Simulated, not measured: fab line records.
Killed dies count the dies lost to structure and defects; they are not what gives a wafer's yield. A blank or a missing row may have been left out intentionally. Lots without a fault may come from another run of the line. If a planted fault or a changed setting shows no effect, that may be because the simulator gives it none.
A lot that was struck, set against a sound lot || flow rit_cmos || 27 steps out of a route of 202
Sound: the wafers L167.2, L167.4, L167.6. Struck: wafer L171.5 (left out: L171.3, L171.4 of the same lot, which were not struck); the cause appears at the end.
Order at every step that has rows: each side's tool, ch and its chambers, its first start. Under that, the readings that differ: sound wafers || struck wafers || difference of the means || sigmas: that difference in standard deviations of wafers without a fault.
alike: words and numbers the same on both sides, and readings whose means are apart by under 2 such deviations; not compared: readings that were withheld, readings missing a value for some wafer, numbers with overlapping values and no deviation given by the record, and bounds like >300 which may hide the same value.
The two part at a step that has a row with sigmas, a row that says differs or no value, or rows on one side only. Non-overlapping numbers with no deviation appear without sigmas and do not part them. A reading missing from all wafers of one side parts the sides only when that side holds two or more wafers.

first, 4 steps without rows for these wafers: RIT_CONTACT_SOFTBAKE_04 (time 60 s); RIT_CONTACT_EXPOSE_05 (exposes mask M11, target cd 1000 nm); RIT_CONTACT_PEB_06; RIT_CONTACT_DEVELOP_07 (develop time 120 s).
RIT_CONTACT_CD_MEAS_08: the cd target is 1000 nm.
  struck on cd_sem-02, day 5 10:26; sound on cd_sem-01, day 4 12:07
  alike: cd_nm
RIT_CONTACT_OVL_MEAS_09:
  struck on overlay-02, day 5 10:31; sound on overlay-01, day 4 12:14
  alike: CONTACT_OVL
then, 1 step without rows for these wafers: RIT_CONTACT_HARDBAKE_10 (time 60 s).
RIT_CONTACT_ETCH_11: etches SiO2 in CHF3/CF4/Ar, stops on TiSi2, target depth 480 nm, time 320 s.
  sound on rie_diel-01 ch 1,2,3, day 4 12:25; struck on rie_diel-04 ch 2, day 5 10:42
  alike: drypump_motor_current_A, oes_product_au, throttle_valve_pct
  not compared: rf_hours_counter_h
RIT_CONTACT_STRIP_12: strips in O2, time 180 s.
  sound on plasma_asher-01 ch 0,1, day 4 12:36; struck on plasma_asher-01 ch 1, day 5 10:57
  alike: drypump_motor_current_A
  not compared: rf_hours_counter_h
RIT_CONTACT_CD_MEAS_90: the cd target is 1000 nm.
  struck on cd_sem-01, day 5 11:07; sound on cd_sem-01, day 4 12:48
  alike: cd_nm
then, 2 steps without rows for these wafers: RIT_CONTACT_CLEAN_13 (cleans in SC1, time 600 s); RIT_CONTACT_CLEAN_14 (cleans in SC2, time 600 s).
RIT_M1_SPUTTER_00: material Al, target thk 400 nm, time 500 s.
  struck on pvd_sputter-04, day 5 11:33; sound on pvd_sputter-02, day 4 13:18
{"reading": "cathode_dc_power_W (W)", "sound": "2000.2 1999.8 2000.2", "struck": 1258.5, "difference": -741.6, "sigmas": "-99 or more"}
{"reading": "model.Al_of_M1_SPUTTER_00.thk_nm (nm)", "sound": "399 393.5 396.9", "struck": 244.9, "difference": -151.6, "sigmas": ""}
  alike: throttle_valve_pct
RIT_M1_RS_MEAS_01: measures by four-point-probe.
  struck on film_metro-04, day 5 11:53; sound on film_metro-03, day 4 13:37
{"reading": "M1_AL_RS (ohm/sq)", "sound": "0.0739 0.0750 0.0743", "struck": 0.1222, "difference": "+0.0478", "sigmas": "+61"}
RIT_M1_THK_MEAS_02: measures by xrf.
  struck on film_metro-04, day 5 11:59; sound on film_metro-03, day 4 13:43
{"reading": "M1_AL_THK (nm)", "sound": "398 396 398", "struck": 246, "difference": -151, "sigmas": -35}
then, 6 steps without rows for these wafers: RIT_M1_HMDS_03 (prime time 60 s); RIT_M1_COAT_04 (resist thk 1300 nm); RIT_M1_SOFTBAKE_05 (time 60 s); RIT_M1_EXPOSE_06 (exposes mask M12, target cd 2600 nm); RIT_M1_PEB_07; RIT_M1_DEVELOP_08 (develop time 68 s).
RIT_M1_CD_MEAS_09: the cd target is 2600 nm.
  struck on cd_sem-02, day 5 13:07; sound on cd_sem-02, day 4 14:40
{"reading": "cd_nm (nm)", "sound": "2597.3 2596.0 2597.8", "struck": 2603.8, "difference": "+6.8", "sigmas": "+2"}
RIT_M1_OVL_MEAS_10:
  struck on overlay-02, day 5 13:13; sound on overlay-01, day 4 14:47
  alike: M1_OVL
then, 1 step without rows for these wafers: RIT_M1_HARDBAKE_11 (time 120 s).
RIT_M1_METAL_ETCH_12: etches Al in Cl2/BCl3, stops on SiO2, time 165 s, target depth 600 nm.
  sound on rie_metal-01 ch 0,1, day 4 15:09; struck on rie_metal-03 ch 1, day 5 13:32
{"reading": "oes_product_au (a.u.)", "sound": "0.792 0.764 0.796", "struck": 0.620, "difference": -0.164, "sigmas": -12}
{"reading": "throttle_valve_pct (%)", "sound": "8.32 8.21 8.30", "struck": 8.55, "difference": "+0.27", "sigmas": "+2"}
  alike: drypump_motor_current_A
  not compared: rf_hours_counter_h
then, 1 step without rows for these wafers: RIT_M1_STRIP_13 (strips in nmp, time 600 s).
RIT_M1_PROBE_99:
  struck on prober-01, day 5 15:56; sound on prober-01, day 4 17:33
{"reading": "killed_at_M0_to_M3", "sound": "0 0 1", "struck": 0, "difference": "+0", "sigmas": -2}
{"reading": "model.etest.m1.rs_ohm_sq", "sound": "0.07241 0.07422 0.07305", "struck": 0.1187, "difference": "+0.0455", "sigmas": ""}
{"reading": "model.etest.antenna_m1.vt_shift_v (V)", "sound": "-0.00935 -0.01001 -0.0104", "struck": -0.02283, "difference": -0.01291, "sigmas": ""}
  alike: defect_limited_yield, killed_at_contacts, killed_at_front_end, killed_dies, killed_open, killed_short, sort_bin_3_pad_short, sort_bin_5_function, sort_bin_6_memory, sort_n_pass, sort_yield_pct

WHERE THEY PART
Last at RIT_M1_PROBE_99 as far as this record goes, first at RIT_M1_SPUTTER_00.

WHY: what had been put in by the simulator
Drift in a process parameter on pvd_sputter-04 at RIT_M1_SPUTTER_00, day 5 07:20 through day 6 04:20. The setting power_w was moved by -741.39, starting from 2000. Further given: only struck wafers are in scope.
